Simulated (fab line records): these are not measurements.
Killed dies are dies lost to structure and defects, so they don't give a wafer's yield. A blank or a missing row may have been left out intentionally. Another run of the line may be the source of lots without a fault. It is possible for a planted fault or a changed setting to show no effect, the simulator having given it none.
Code-filled problem report in 8D (eight disciplines) form || flow berkeley cmos170 || the parts of the form that need people (team, actions taken, sign-off) are left out

1. THE PROBLEM
Wafers free of any fault read 1244 (standard deviation 17) for NWELL_TW at UCB170_NWELL_TW_MEAS_16, against a mean of 1148 on 6 wafers of 2 lots. That puts it -5.6 standard deviations away from the usual mean.
First observed at day 4 07:32: wafer L837.1, on film metro-02. At this step, 42 wafers from 14 lots have a number in the record. Rule for "out", or "out of limits": more than 4 standard deviations from the usual mean. All remaining wafers that have a number are taken as sound.

2. WHAT THIS IS AND IS NOT
{"question": "which readings at this step", "is": "NWELL_TW", "is not": "-"}
{"question": "which lots", "is": "L837, L841", "is not": "L828, L829, L830, L831, L834, L836, L838, L840, L844, L845, L846, L847"}
{"question": "which wafers of those lots", "is": "all that have a number", "is not": "-"}
{"question": "read on which gauges", "is": "film metro-01, film metro-02", "is not": "film metro-03"}
{"question": "when", "is": "from day 4 07:32", "is not": "up to then (18 sound wafers); but 18 sound wafers of L838, L840, L844, L845, L846, L847 came after"}

3. THE SUSPECTS, EACH WITH WHAT RULES IT OUT
Counting: a tool stays on the suspect list if, at a process step up to the reading, it processed all lots that are out and no sound lot following the first of them.
- the gauge at UCB170_NWELL_TW_MEAS_16 is ruled out. The wafers that are out were read on 2 gauges (film metro-01, film metro-02).
- implanter-04 at UCB170_NWELL_IMPLANT_14: kept. All lots that are out passed through it, beginning with L837 at day 4 07:17, and no sound lot followed; its final sound lot before that point was L828 at day 2 06:29. Out on those wafers are its own readings of beam on s, faraday current uA.
Remaining after the count: implanter-04 at UCB170_NWELL_IMPLANT_14.

4. THE CAUSE (what the simulator had put in)
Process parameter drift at UCB170_NWELL_IMPLANT_14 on implanter-04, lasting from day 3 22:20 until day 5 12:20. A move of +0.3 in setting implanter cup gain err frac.
This tool alone remained once counting was done.

5. THE CHAIN OF EFFECTS, in route order
Rows list readings where the struck wafers' mean (over those with a number) sits beyond 3 standard deviations from the usual. Only readings for which the record gives a usual standard deviation are gone through. hours: the time from each lot's start at the first step in this table that gives one to its start at this step, as a median over the lots. sigmas: the change in usual standard deviations.
{"hours": 0, "step": "UCB170_NWELL_IMPLANT_14", "reading": "beam on s", "usual": "10.01 s", "on struck wafers": 7.77, "change": -2.24, "sigmas": -11}
{"hours": 0, "step": "UCB170_NWELL_IMPLANT_14", "reading": "faraday current uA", "usual": 31.7, "on struck wafers": 40.8, "change": "+9.1", "sigmas": "+14"}
{"hours": 0, "step": "UCB170_NWELL_TW_MEAS_16", "reading": "NWELL_TW", "usual": 1244, "on struck wafers": 1148, "change": -96, "sigmas": -5.6}
The process steps in it:
- UCB170_NWELL_IMPLANT_14
Later steps that measure or inspect, where all struck wafers having a row at the step show a number for every such reading and not one has moved that far: UCB170_ACTIVE_THK_MEAS_06.

6. HOW IT WOULD HAVE BEEN CAUGHT EARLIER
The first out-of-limits reading at a measuring or inspecting step in this record came at day 4 07:32, 9 hours after the fault's start at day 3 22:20.
At UCB170_NWELL_IMPLANT_14, the tool's own readings (beam on s, faraday current uA) were out on each struck wafer the step has a row for, so an alarm limit on them would have fired on the first such wafer.
Lots out: 2; of these, L841 started UCB170_NWELL_IMPLANT_14 on implanter-04 after day 4 07:32. A tool hold placed at that time would have kept it from harm.
